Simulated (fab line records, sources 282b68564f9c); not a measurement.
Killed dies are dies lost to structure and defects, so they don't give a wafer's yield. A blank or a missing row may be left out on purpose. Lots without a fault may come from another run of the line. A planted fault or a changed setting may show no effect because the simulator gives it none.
A struck lot beside a sound one | flow rit_cmos | 18 steps out of a route of 202
Sound: wafers L353.1, L353.3, L353.6. Struck: wafer L360.6. (L360.1, L360.5 of the same lot were not struck and are left out.) The cause comes at the end.
At each step with rows: each side's tool, then ch and its chambers, then its first start. Under that, the readings that differ: sound wafers | struck wafers | difference of the means | sigmas: that difference in standard deviations of wafers without a fault.
alike: readings whose means differ by less than 2 such deviations, and words and numbers that are the same on both sides. not compared: withheld readings, readings that some wafer has no value for, bounds like >300 that may hide the same value, and numbers for which the record gives no deviation and whose values overlap.
The two part at a step that has a row with sigmas, a row that says differs or no value, or rows on one side only. Numbers that don't overlap but have no deviation are shown without sigmas and don't part them. A reading that every wafer of one side lacks parts them only if that side has two wafers or more.

RIT_M1_SPUTTER_00: material Al, target thk 400 nm, time 500 s.
  sound on pvd_sputter-03, day 3 04:25; struck on pvd_sputter-01, day 4 20:41
  alike: throttle_valve_pct
RIT_M1_RS_MEAS_01: measures by four-point-probe.
  sound on film_metro-02, day 3 04:43; struck on film_metro-03, day 4 20:59
  alike: M1_AL_RS
RIT_M1_THK_MEAS_02: measures by xrf.
  sound on film_metro-02, day 3 04:50; struck on film_metro-03, day 4 21:07
  alike: M1_AL_THK
then, 6 steps without rows for these wafers: RIT_M1_HMDS_03 (prime time 60 s); RIT_M1_COAT_04 (resist thk 1300 nm); RIT_M1_SOFTBAKE_05 (time 60 s); RIT_M1_EXPOSE_06 (exposes mask M12, target cd 2600 nm); RIT_M1_PEB_07; RIT_M1_DEVELOP_08 (develop time 68 s).
RIT_M1_CD_MEAS_09: target cd 2600 nm.
  sound on cd_sem-02, day 3 05:47; struck on cd_sem-01, day 4 22:03
  alike: cd_nm
RIT_M1_OVL_MEAS_10:
  sound on overlay-01, day 3 05:54; struck on overlay-01, day 4 22:10
  alike: M1_OVL
then, 1 step without rows for these wafers: RIT_M1_HARDBAKE_11 (time 120 s).
RIT_M1_METAL_ETCH_12: etches Al in Cl2/BCl3, stops on SiO2, time 165 s, target depth 600 nm.
  sound on rie_metal-03 ch 0,1, day 3 06:11; struck on rie_metal-04 ch 0, day 4 22:27
  reading                                  | sound             | struck | difference | sigmas
  oes_product_au (a.u.)                    | 0.792 0.788 0.793 | 0.620  | -0.171     | -14
  over_etch_frac                           | 0.5 0.5 0.5       | 1.25   | +0.75      |
  model.NOVOLAK_of_M1_COAT_04.thk_nm (nm)  | 799.2 799.4 801.6 | 638.7  | -161.4     |
  model.SiO2_of_CONTACT_CVD_00.thk_nm (nm) | 367.2 362.2 364.1 | 346.7  | -17.8      |
  model.M1.feature_depth_nm (nm)           | 444.7 440.1 444.5 | 456.7  | +13.6      |
  alike: bcl3_flow_sccm, drypump_motor_current_A, throttle_valve_pct
  not compared: rf_hours_counter_h
then, 1 step without rows for these wafers: RIT_M1_STRIP_13 (strips in nmp, time 600 s).
RIT_M1_STRIP_14: strips in O2, time 180 s.
  sound on plasma_asher-04 ch 0,1, day 3 06:31; struck on plasma_asher-03 ch 0, day 4 22:49
  alike: drypump_motor_current_A
  not compared: rf_hours_counter_h
RIT_M1_CD_MEAS_90: target cd 2600 nm.
  sound on cd_sem-02, day 3 06:41; struck on cd_sem-01, day 4 22:59
  reading    | sound                | struck | difference | sigmas
  cd_nm (nm) | 2597.7 2596.8 2601.9 | 2586.0 | -12.8      | -5
then, 1 step without rows for these wafers: RIT_M1_ANNEAL_15 (time 1800 s).
RIT_M1_PROBE_99:
  sound on prober-02, day 3 11:55; struck on prober-02, day 5 00:58
  reading                               | sound                      | struck   | difference | sigmas
  defect_limited_yield (%)              | 98.1 96.6 95.5             | 93.2     | -3.5       | -3
  killed_at_front_end                   | 5 9 12                     | 18       | +9         | +3
  killed_dies                           | 5 9 12                     | 18       | +9         | +3
  killed_open                           | 1 6 4                      | 8        | +4         | +2
  killed_short                          | 4 3 8                      | 10       | +5         | +3
  sort_bin_6_memory (%)                 | 0.4 1.5 1.5                | 3.4      | +2.3       | +3
  sort_n_pass                           | 259.0 255.0 252.0          | 246.0    | -9.3       | -3
  sort_yield_pct (%)                    | 98.1 96.6 95.5             | 93.2     | -3.5       | -3
  model.etest.antenna_m1.vt_shift_v (V) | -0.01259 -0.01043 -0.00677 | -0.02559 | -0.01566   |
  alike: killed_at_M0_to_M3, killed_at_contacts, sort_bin_3_pad_short, sort_bin_5_function

WHERE THEY PART
First at RIT_M1_METAL_ETCH_12; last, within this record, at RIT_M1_PROBE_99.

WHY: what the simulator had put in
Process parameter drift: rie_metal-04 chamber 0, from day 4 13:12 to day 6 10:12, at RIT_M1_METAL_ETCH_12. Setting over_etch_frac, moved by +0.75, from 0.5.
